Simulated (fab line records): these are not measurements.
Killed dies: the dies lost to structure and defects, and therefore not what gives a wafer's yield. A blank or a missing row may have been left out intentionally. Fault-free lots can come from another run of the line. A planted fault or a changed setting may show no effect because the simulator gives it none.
Comparing a struck lot with a sound one	flow berkeley cmos170	17 out of 331 route steps
Sound: the wafers L847.3, L847.4, L847.5. Struck: wafers L856.1, L856.4, L856.6. The cause comes at the end.
Each step with rows lists, per side, the tool, then ch with its chambers, then its first start. Under that, the readings that differ: sound wafers	struck wafers	difference of the means	sigmas: that difference in standard deviations of wafers without a fault.
alike: a reading whose means differ by less than 2 such deviations, as well as words and numbers matching on both sides. not compared: withheld readings; readings where some wafer has no value; bounds like >300 that might hide an equal value; numbers whose values overlap and for which the record gives no deviation.
The two part at a step that has a row with sigmas, a row that says differs or no value, or rows on one side only. Numbers that have no deviation but don't overlap get no sigmas and don't part them. A reading missing from all wafers of one side parts the sides only when that side holds two or more wafers.

UCB170_ACTIVE_OVL_MEAS_14:
  sound: overlay-02 at day 5 11:25; struck: overlay-01 at day 7 14:14
reading	sound	struck	difference	sigmas
ACTIVE_OVL (nm)	14 12 10	1 6 -5	-11	-2
UCB170_ACTIVE_ETCH_15: etches Si3N4 in CH3F/Ar/O2, stops on SiO2, target depth 242 nm, time 151 s.
  sound on rie diel-03 ch 1,2, day 5 11:26; struck on rie diel-04 ch 0,2,3, day 7 14:16
  alike: drypump motor current A, oes product au, rf fwd power W, throttle valve pct
  not compared: rf hours counter h
UCB170_ACTIVE_STRIP_16: strips in O2.
  sound on plasma asher-02 ch 0,1, day 5 11:35; struck on plasma asher-01 ch 0,1, day 7 14:22
  alike: drypump motor current A, oes product au, strip time to endpoint s
  not compared: rf hours counter h
UCB170_ACTIVE_CD_MEAS_90 targets a cd of 1200 nm.
  sound: cd sem-02 at day 5 11:41; struck: cd sem-01 at day 7 14:28
  alike: cd nm
then, 7 steps without rows for these wafers: UCB170_ACTIVE_CLEAN_17 (cleans in SPM, time 600 s); UCB170_PFIELD_HMDS_00 (prime time 60 s); UCB170_PFIELD_COAT_01 (resist thk 900 nm); UCB170_PFIELD_SOFTBAKE_02 (time 60 s); UCB170_PFIELD_EXPOSE_03 (exposes mask PFIELD, target cd 1500 nm); UCB170_PFIELD_PEB_04; UCB170_PFIELD_DEVELOP_05 (develop time 45 s).
UCB170_PFIELD_OVL_MEAS_06:
  sound: overlay-01 at day 5 13:06; struck: overlay-02 at day 7 16:12
  alike: PFIELD_OVL
UCB170_PFIELD_IMPLANT_07:
  sound on implanter-03 ch 0, day 5 13:10; struck on implanter-03 ch 0, day 7 16:14
reading	sound	struck	difference	sigmas
implant ion amu	11 11 11	49 49 49	+38	
model.implant.rp nm (nm)	262.5 262.5 262.5	58.69 58.69 58.69	-203.81	
model.implant.drp nm (nm)	74.86 74.86 74.86	26.26 26.26 26.26	-48.60	
UCB170_PFIELD_STRIP_08: strips in O2.
  sound on plasma asher-03 ch 0,1, day 5 13:19; struck on plasma asher-01 ch 0,1, day 7 16:23
  alike: drypump motor current A, oes product au, strip time to endpoint s
  not compared: rf hours counter h
UCB170_PFIELD_TW_MEAS_09:
  sound: film metro-04 at day 5 13:23; struck: film metro-01 at day 7 16:29
reading	sound	struck	difference	sigmas
PFIELD_TW	606 604 604	1087 1090 1087	+483	+83
then, 1 step without rows for these wafers: UCB170_FIELD_CLEAN_00 (cleans in dHF, time 7.5 s).
-- the record jumps here: 4 days lie between the struck wafers' starts before and after (it left off in module FIELD and takes up again in module M3, whose first step shown is number 331 of the route) --
UCB170_M3_PROBE_99:
  record: rows for the struck wafers here (prober-02, day 11 18:32), none for the sound ones

== WHERE THEY PART ==
Last at UCB170_M3_PROBE_99 as far as this record goes, first at UCB170_ACTIVE_OVL_MEAS_14.

WHY: what had been put in by the simulator
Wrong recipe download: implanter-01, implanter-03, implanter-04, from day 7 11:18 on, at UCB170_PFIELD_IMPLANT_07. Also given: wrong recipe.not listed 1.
